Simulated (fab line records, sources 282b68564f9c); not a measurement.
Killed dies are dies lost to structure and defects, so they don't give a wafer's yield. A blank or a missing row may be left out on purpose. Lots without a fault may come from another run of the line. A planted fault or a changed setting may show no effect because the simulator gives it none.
fab line records | flow rit_cmos
record lots=13 wafers=39 last_day=7
route steps=202 shown NLDD@109 SPACER@129 CONTACT@176 M1@202
lots that met no fault: from a run of the same line without faults
start_h: hours from the record's first day to the start of the lot's first wafer shown | wait_h: hours since the lot's step before | " the same as in the row above | L1.1+2: a row that stands for several wafers | - no value, or no start given | * or withheld: withheld | < > ~ a bound
route shown NAME@n: a module of which the file shows steps, and the number in the route of the first | usual: mean/standard deviation of fault-free wafers | same: alike in all rows | chamber/n: place in a boat | sites: the reading at each site | _std_site: their standard deviation | _edge_site: outer sites' mean less inner sites' | radius_mm: how far each site lies from the wafer's centre | mask NAME#n: copy n | behind: the tool/chamber that last shaped the wafer | hold: why the lot was held/for how many hours/how that ended | device: the transistor (n, p or np) that didn't switch | end of line: the same wafers' tests at the end of the route | a step without rows: its recipe alone | killed: dies lost to structure and defects at the first sort, not the wafer's yield | map: a wafer's dies, x killed, . not, _ none there
set.NAME: the setting as run; set.NAME@STEP: as run at that earlier step | model.NAME: the simulator's own value behind a step, which no gauge read
steps of the route over a sample of lots; a table a step, a row a wafer
services: from which hour (start_h, from the record's first day; less than 0 if before it) a tool's chamber was out of use, for how many hours, and why
## steps
# step RIT_NLDD_OVL_MEAS_06
# usual NLDD_OVL=0.0/1.5
# columns lot.wafer tool chamber start_h wait_h NLDD_OVL[nm]
L488.3 overlay-01 - 46.30 - 1.1
L488.5 " - " " -0.4
L488.6 " - " " -0.2
L489.2 overlay-02 - 51.35 - -0.8
L489.4 " - " " -0.1
L489.6 " - " " 1.8
L490.3 overlay-02 - 52.78 - 0.9
L490.5 " - " " 1.4
L490.6 " - " " -0.5
L491.3 overlay-01 - 63.94 - -0.8
L491.4 " - " " 1.2
L491.6 " - " " -0.8
L492.1 overlay-02 - 70.68 - 2.9
L492.2 " - " " 0.8
L492.3 " - " " 0.9
L494.2 overlay-02 - 77.71 - -0.4
L494.3 " - " " 0.4
L494.4 " - " " -0.2
L493.2 overlay-01 - 77.93 - 1.5
L493.3 " - " " 1.4
L493.6 " - " " 1.1
L495.2 overlay-02 - 85.52 - -0.7
L495.3 " - " " 1.3
L495.6 " - " " 2.9
L497.3 overlay-02 - 95.91 - -0.4
L497.5 " - " " -1.9
L497.6 " - " " -1.9
L499.3 overlay-02 - 107.30 - 0.8
L499.5 " - " " -0.8
L499.6 " - " " -0.7
L502.1 overlay-01 - 116.66 - -0.5
L502.5 " - " " -1.5
L502.6 " - " " -0.2
L504.2 overlay-01 - 127.04 - 2.3
L504.3 " - " " 2.1
L504.6 " - " " 1.8
L509.1 overlay-01 - 155.30 - -0.8
L509.2 " - " " 0.4
L509.3 " - " " 2.2
# step RIT_SPACER_THK_MEAS_04
# recipe reads=Si3N4_of_SPACER_CVD_03
# usual SPACER_NITRIDE_THK=249.0/2.4
# columns lot.wafer tool chamber start_h wait_h SPACER_NITRIDE_THK[nm]
L488.3 film_metro-03 - 50.62 0.0 250.6
L488.5 " - " " 249.6
L488.6 " - " " 251.7
L489.2 film_metro-01 - 55.66 0.0 248.7
L489.4 " - " " 250.9
L489.6 " - " " 249.9
L490.3 film_metro-01 - 57.59 0.0 249.3
L490.5 " - " " 249.0
L490.6 " - " " 250.1
L491.3 film_metro-02 - 69.18 0.0 251.4
L491.4 " - " " 251.3
L491.6 " - " " 249.8
L492.1 film_metro-02 - 74.96 0.0 248.5
L492.2 " - " " 247.0
L492.3 " - " " 248.2
L494.2 film_metro-02 - 82.30 0.0 252.2
L494.3 " - " " 252.8
L494.4 " - " " 253.3
L493.2 film_metro-03 - 82.63 0.0 245.3
L493.3 " - " " 243.1
L493.6 " - " " 244.2
L495.2 film_metro-01 - 89.80 0.0 248.5
L495.3 " - " " 248.7
L495.6 " - " " 248.9
L497.3 film_metro-01 - 100.32 0.0 250.1
L497.5 " - " " 251.3
L497.6 " - " " 249.7
L499.3 film_metro-03 - 111.73 0.0 252.2
L499.5 " - " " 253.9
L499.6 " - " " 254.4
L502.1 film_metro-01 - 121.12 0.0 244.3
L502.5 " - " " 247.3
L502.6 " - " " 245.5
L504.2 film_metro-01 - 131.34 0.0 247.4
L504.3 " - " " 250.6
L504.6 " - " " 248.4
L509.1 film_metro-02 - 159.70 0.0 250.9
L509.2 " - " " 249.3
L509.3 " - " " 250.8
# step RIT_CONTACT_CD_MEAS_08
# recipe target_cd_nm=1000
# usual cd_nm=999.7/1.8
# columns lot.wafer tool chamber start_h wait_h cd_nm
L488.3 cd_sem-02 - 56.47 - 999.5
L488.5 " - " " 999.4
L488.6 " - " " 999.0
L489.2 cd_sem-02 - 61.37 - 1000.0
L489.4 " - " " 1000.6
L489.6 " - " " 1000.1
L490.3 cd_sem-02 - 63.45 - 1002.8
L490.5 " - " " 999.8
L490.6 " - " " 999.9
L491.3 cd_sem-01 - 74.91 - 1000.6
L491.4 " - " " 1000.7
L491.6 " - " " 998.4
L492.1 cd_sem-02 - 81.01 - 1004.0
L492.2 " - " " 1002.7
L492.3 " - " " 1002.6
L494.2 cd_sem-02 - 88.29 - 1000.5
L494.3 " - " " 996.6
L494.4 " - " " 1000.3
L493.2 cd_sem-02 - 88.52 - 999.2
L493.3 " - " " 999.8
L493.6 " - " " 999.2
L495.2 cd_sem-01 - 96.02 - 1002.2
L495.3 " - " " 1002.0
L495.6 " - " " 1003.1
L497.3 cd_sem-02 - 106.06 - 999.8
L497.5 " - " " 999.7
L497.6 " - " " 998.3
L499.3 cd_sem-01 - 117.43 - 998.7
L499.5 " - " " 1000.6
L499.6 " - " " 998.8
L502.1 cd_sem-01 - 127.19 - 1001.6
L502.5 " - " " 999.1
L502.6 " - " " 997.9
L504.2 cd_sem-01 - 137.10 - 999.4
L504.3 " - " " 999.3
L504.6 " - " " 1000.2
L509.1 cd_sem-01 - 165.67 - 999.5
L509.2 " - " " 998.8
L509.3 " - " " 999.5
# step RIT_CONTACT_ETCH_11
# recipe target_depth_a=4800 over_etch_frac=0.2 stop_on=TiSi2 chemistry=CHF3/CF4/Ar target=SiO2 CHF3_flow_sccm=50 cf4_flow_sccm=10 Ar_flow_sccm=100 O2_flow_sccm=5 pressure_mtorr=100 rf_w=200 time_s=320
# usual O2_flow_sccm=4.999/0.014 drypump_motor_current_A=5.9/0.39 oes_product_au=0.990/0.0096 rf_fwd_power_W=199.6/0.65 throttle_valve_pct=8.89/0.14
# columns lot.wafer tool chamber start_h wait_h O2_flow_sccm drypump_motor_current_A oes_product_au rf_fwd_power_W rf_hours_counter_h throttle_valve_pct
L488.3 rie_diel-02 1 56.74 0.1 5.024 5.8 0.988 199.3 146 8.89
L488.5 " 1 " " 4.992 5.8 0.992 199.4 - 8.89
L488.6 " 0 " " 5.001 5.8 0.992 198.1 - 8.82
L489.2 rie_diel-04 1 61.65 0.1 4.992 5.9 0.996 200.6 87 8.93
L489.4 " 3 " " 4.996 6.0 0.977 199.3 153 8.83
L489.6 " 1 " " 4.990 5.8 0.995 198.8 - 8.95
L490.3 rie_diel-02 1 63.71 0.1 5.007 5.9 0.982 200.1 146 8.88
L490.5 " 3 " " 4.991 6.6 1.008 200.1 - 8.75
L490.6 " 0 " " 4.977 5.8 0.985 198.8 - 8.81
L491.3 rie_diel-04 1 75.18 0.1 5.000 5.9 1.000 199.7 88 8.95
L491.4 " 3 " " 4.991 6.0 0.975 201.0 153 8.82
L491.6 " 1 " " 4.995 5.9 0.999 200.3 - 8.93
L492.1 rie_diel-03 2 81.31 0.1 5.004 5.1 0.989 199.5 4 8.86
L492.2 " 3 " " 5.019 6.0 0.990 199.1 52 8.59
L492.3 " 1 " " 4.982 6.0 0.972 199.0 128 9.04
L494.2 rie_diel-03 3 88.58 0.1 4.982 6.0 0.996 198.8 52 8.59
L494.3 " 0 " " 4.993 6.2 0.972 200.4 7 9.01
L494.4 " 2 " " 5.004 5.1 0.991 199.9 4 8.87
L493.2 rie_diel-02 2 88.81 0.1 4.979 6.0 0.988 200.0 1 9.12
L493.3 " 0 " " 4.966 5.8 0.995 200.3 136 8.83
L493.6 " 3 " " 4.994 6.6 1.009 199.2 - 8.77
L495.2 rie_diel-02 2 96.31 0.1 5.006 6.0 0.988 199.9 1 9.11
L495.3 " 1 " " 4.964 5.8 0.982 199.5 146 8.88
L495.6 " 2 " " 4.985 6.0 0.996 199.1 - 9.12
L497.3 rie_diel-03 2 106.33 0.1 4.972 5.1 0.993 198.5 5 8.85
L497.5 " 2 " " 4.984 5.1 1.001 199.3 - 8.86
L497.6 " 1 " " 4.998 6.0 0.984 198.9 - 9.04
L499.3 rie_diel-02 0 117.77 0.1 4.998 5.8 0.986 299.0 136 8.83
L499.5 " 1 " " 5.002 5.8 0.988 300.0 - 8.89
L499.6 " 2 " " 4.983 6.0 0.997 299.1 - 9.10
L502.1 rie_diel-02 0 127.50 0.1 4.986 5.8 0.988 298.4 136 8.82
L502.5 " 1 " " 5.008 5.8 0.990 300.3 - 8.89
L502.6 " 0 " " 4.994 5.8 0.991 299.4 - 8.82
L504.2 rie_diel-03 3 137.38 0.1 4.997 6.0 0.998 200.4 53 8.55
L504.3 " 2 " " 5.006 5.1 0.994 200.3 5 8.86
L504.6 " 2 " " 4.987 5.1 1.004 200.6 - 8.88
L509.1 rie_diel-04 1 165.97 0.1 4.998 5.9 0.997 199.2 90 8.95
L509.2 " 2 " " 4.983 5.1 0.979 199.4 92 9.03
L509.3 " 0 " " 4.981 5.5 0.984 199.2 62 8.74
# step RIT_M1_PROBE_99
# usual killed_at_M0_to_M3=0.0/0.12 killed_at_front_end=6/3.1 killed_dies=6/3.1 killed_open=3.2/1.9 killed_short=3.2/2.1
# same gross_dies=264 killed_at_M4_up=0 killed_at_back_side=0 killed_at_contacts=0 killed_at_other=0
# columns lot.wafer tool chamber start_h wait_h killed_at_M0_to_M3 killed_at_front_end killed_dies killed_open killed_short
L488.3 prober-02 - 61.71 0.2 0 3 3 2 1
L488.5 prober-02 - 61.81 0.2 0 6 6 4 2
L488.6 prober-02 - 61.86 0.2 0 16 16 9 7
L489.2 prober-01 - 66.70 0.1 0 2 2 2 0
L489.4 prober-01 - 66.80 0.2 0 7 7 4 3
L489.6 prober-01 - 66.90 0.2 0 8 8 3 5
L490.3 prober-02 - 68.79 0.2 0 15 15 6 9
L490.5 prober-02 - 68.89 0.2 0 5 5 3 2
L490.6 prober-02 - 68.94 0.2 0 3 3 0 3
L491.3 prober-01 - 80.30 0.2 0 6 6 6 0
L491.4 prober-01 - 80.35 0.2 0 8 8 4 4
L491.6 prober-01 - 80.45 0.2 0 7 7 3 4
L492.1 prober-02 - 86.17 0.1 0 5 5 3 2
L492.2 prober-02 - 86.22 0.1 0 6 6 2 4
L492.3 prober-02 - 86.27 0.2 0 3 3 0 3
L494.2 prober-01 - 93.86 0.1 0 6 6 3 3
L494.3 prober-01 - 93.91 0.2 0 1 1 1 0
L494.4 prober-01 - 93.96 0.2 0 7 7 3 4
L493.2 prober-02 - 95.36 0.1 0 4 4 3 1
L493.3 prober-02 - 95.41 0.2 0 4 4 0 4
L493.6 prober-02 - 95.56 0.2 0 5 5 3 2
L495.2 prober-01 - 101.34 0.1 1 7 8 3 5
L495.3 prober-01 - 101.39 0.2 0 8 8 4 4
L495.6 prober-01 - 101.54 0.2 0 9 9 5 4
L497.3 prober-01 - 111.66 0.2 0 2 2 1 1
L497.5 prober-01 - 111.76 0.2 0 4 4 2 2
L497.6 prober-01 - 111.81 0.2 0 3 3 0 3
L499.3 prober-01 - 123.03 0.2 0 4 4 4 0
L499.5 prober-01 - 123.13 0.2 0 10 10 5 4
L499.6 prober-01 - 123.18 0.2 0 5 5 3 2
L502.1 prober-02 - 158.74 0.1 0 10 10 3 7
L502.5 prober-02 - 158.94 0.2 0 6 6 6 0
L502.6 prober-02 - 158.99 0.2 0 2 2 2 0
L504.2 prober-01 - 159.39 0.6 0 2 2 1 1
L504.3 prober-01 - 159.44 0.6 0 7 7 6 1
L504.6 prober-01 - 159.59 0.7 1 6 7 3 4
L509.1 prober-01 - 171.13 0.1 0 3 3 2 1
L509.2 prober-01 - 171.18 0.1 0 7 7 2 4
L509.3 prober-01 - 171.23 0.2 0 5 5 2 3
# killed by level:class
L488.3 GATE:geometric_particle:open=1 GATE:geometric_particle:short=1 SILICIDE:geometric_particle:open=1
L488.5 SPACER:geometric_particle:open=3 FOX1:geometric_particle:short=1 GATE:geometric_particle:short=1 SILICIDE:geometric_particle:open=1
L488.6 GATE:geometric_particle:open=4 GATE:geometric_particle:short=3 REOX:geometric_particle:short=2 REOX:geometric_particle:open=2 SPACER:geometric_particle:open=2 SILICIDE:geometric_particle:short=2 SILICIDE:geometric_particle:open=1
L489.2 GATE:geometric_particle:open=2
L489.4 SPACER:geometric_particle:open=2 FOX2:geometric_particle:open=1 GATE:geometric_particle:short=1 REOX:geometric_particle:open=1 SPACER:geometric_particle:short=1 SILICIDE:geometric_particle:short=1
L489.6 FOX2:geometric_particle:short=3 GATE:geometric_particle:open=2 GATE:geometric_particle:short=2 FOX2:geometric_particle:open=1
L490.3 REOX:geometric_particle:short=4 GATE:geometric_particle:short=3 REOX:geometric_particle:open=2 SPACER:geometric_particle:open=2 SPACER:geometric_particle:short=2 FOX1:geometric_particle:open=1 GATE:geometric_particle:open=1
L490.5 FOX1:geometric_particle:open=1 FOX2:geometric_particle:short=1 GATE:geometric_particle:short=1 REOX:geometric_particle:open=1 SPACER:geometric_particle:open=1
L490.6 FOX1:geometric_particle:short=1 GATE:geometric_particle:short=1 SILICIDE:geometric_particle:short=1
L491.3 GATE:geometric_particle:open=4 FOX2:geometric_particle:open=1 SPACER:geometric_particle:open=1
L491.4 GATE:geometric_particle:short=2 ACTIVE:geometric_particle:open=1 FOX2:geometric_particle:short=1 FOX2:geometric_particle:open=1 GATE:geometric_particle:open=1 REOX:geometric_particle:open=1 SPACER:geometric_particle:short=1
L491.6 GATE:geometric_particle:short=2 GATE:geometric_particle:open=2 FOX2:geometric_particle:short=1 SPACER:geometric_particle:short=1 SPACER:geometric_particle:open=1
L492.1 GATE:geometric_particle:short=2 GATE:geometric_particle:open=2 REOX:geometric_particle:open=1
L492.2 REOX:geometric_particle:open=2 GATE:geometric_particle:short=1 REOX:geometric_particle:short=1 SPACER:geometric_particle:short=1 SILICIDE:geometric_particle:short=1
L492.3 FOX1:geometric_particle:short=1 GATE:geometric_particle:short=1 SILICIDE:geometric_particle:short=1
L494.2 FOX1:geometric_particle:short=2 FOX1:geometric_particle:open=1 GATE:geometric_particle:short=1 GATE:geometric_particle:open=1 SILICIDE:geometric_particle:open=1
L494.3 SPACER:geometric_particle:open=1
L494.4 FOX1:geometric_particle:short=2 REOX:geometric_particle:open=2 SPACER:geometric_particle:short=2 FOX1:geometric_particle:open=1
L493.2 FOX1:geometric_particle:open=1 GATE:geometric_particle:short=1 GATE:geometric_particle:open=1 REOX:geometric_particle:open=1
L493.3 GATE:geometric_particle:short=3 SILICIDE:geometric_particle:short=1
L493.6 GATE:geometric_particle:open=2 FOX1:geometric_particle:open=1 FOX1:geometric_particle:short=1 SILICIDE:geometric_particle:short=1
L495.2 GATE:geometric_particle:open=3 GATE:geometric_particle:short=3 FOX1:geometric_particle:short=1 M1:geometric_particle:short=1
L495.3 GATE:geometric_particle:open=2 GATE:geometric_particle:short=2 FOX2:geometric_particle:open=1 SPACER:geometric_particle:open=1 SPACER:geometric_particle:short=1 SILICIDE:geometric_particle:short=1
L495.6 GATE:geometric_particle:short=4 FOX2:geometric_particle:open=2 GATE:geometric_particle:open=2 FOX1:geometric_particle:open=1
L497.3 GATE:geometric_particle:open=1 SILICIDE:geometric_particle:short=1
L497.5 FOX1:geometric_particle:open=1 FOX2:geometric_particle:open=1 SPACER:geometric_particle:short=1 SILICIDE:geometric_particle:short=1
L497.6 GATE:geometric_particle:short=1 SPACER:geometric_particle:short=1 SILICIDE:geometric_particle:short=1
L499.3 FOX1:geometric_particle:open=2 REOX:geometric_particle:open=2
L499.5 GATE:geometric_particle:open=3 ACTIVE:geometric_particle:short=1 FOX2:geometric_particle:open=1 FOX2:geometric_particle:short=1 GATE:geometric_particle:short=1 REOX:geometric_particle:open=1 REOX:geometric_particle:short=1 PLDD:coat_microbubble_printed=1
L499.6 GATE:geometric_particle:open=3 GATE:geometric_particle:short=1 REOX:geometric_particle:short=1
L502.1 GATE:geometric_particle:short=3 FOX1:geometric_particle:short=1 FOX1:geometric_particle:open=1 REOX:geometric_particle:open=1 REOX:geometric_particle:short=1 SPACER:geometric_particle:short=1 SILICIDE:geometric_particle:short=1 SILICIDE:geometric_particle:open=1
L502.5 GATE:geometric_particle:open=2 REOX:geometric_particle:open=2 SPACER:geometric_particle:open=1 SILICIDE:geometric_particle:open=1
L502.6 FOX1:geometric_particle:open=1 SILICIDE:geometric_particle:open=1
L504.2 REOX:geometric_particle:open=1 SPACER:geometric_particle:short=1
L504.3 GATE:geometric_particle:open=3 FOX1:geometric_particle:open=1 GATE:geometric_particle:short=1 REOX:geometric_particle:open=1 SPACER:geometric_particle:open=1
L504.6 GATE:geometric_particle:short=3 GATE:geometric_particle:open=2 REOX:geometric_particle:open=1 M1:geometric_particle:short=1
L509.1 GATE:geometric_particle:short=1 GATE:geometric_particle:open=1 SPACER:geometric_particle:open=1
L509.2 SPACER:geometric_particle:short=2 FOX1:geometric_particle:short=1 GATE:geometric_particle:short=1 REOX:geometric_particle:open=1 SPACER:geometric_particle:open=1 PRETRO:coat_microbubble_printed=1
L509.3 REOX:geometric_particle:short=2 GATE:geometric_particle:short=1 GATE:geometric_particle:open=1 SILICIDE:geometric_particle:open=1
## services
# columns tool chamber start_h hours kind
rie_diel-02 0 33.88 14.1 repair
rie_diel-03 1 65.39 15.9 repair
rie_diel-04 1 68.21 5.2 repair
rie_diel-03 1 90.83 2.7 repair
rie_diel-02 - 107.92 1.0 repair
rie_diel-04 3 126.21 - clean
rie_diel-04 3 126.21 27.3 scheduled_down
rie_diel-04 3 126.21 27.3 vent_cycle
rie_diel-03 - 130.78 2.8 pm
rie_diel-02 3 153.81 5.6 repair
rie_diel-02 1 164.93 - clean
## key
first_sign step=RIT_CONTACT_ETCH_11 reading=rf_fwd_power_W direction=up sigmas=99+ usual=199.6 struck=299.3
effect none on later readings
met_at RIT_CONTACT_ETCH_11
struck_lots L499,L502
tester_left_out L499,L502
not_acting_at RIT_NLDD_OVL_MEAS_06,RIT_SPACER_THK_MEAS_04,RIT_CONTACT_CD_MEAS_08
onset_between 96.31 117.77
fault kind=process_parameter_drift tool=rie_diel-02 chamber=- onset_h=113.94 steps=RIT_CONTACT_ETCH_11 channel=rf_w offset=100 shape=step end_h=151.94 acts_in=these_recipes_only stated=200
# tester_left_out: of these lots the tester's yield and bins aren't shown, on N5 and GAA mostly nor the transistor test; their killed dies are dies lost to structure and defects alone, not to doping, threshold or leakage, so they don't give the yield
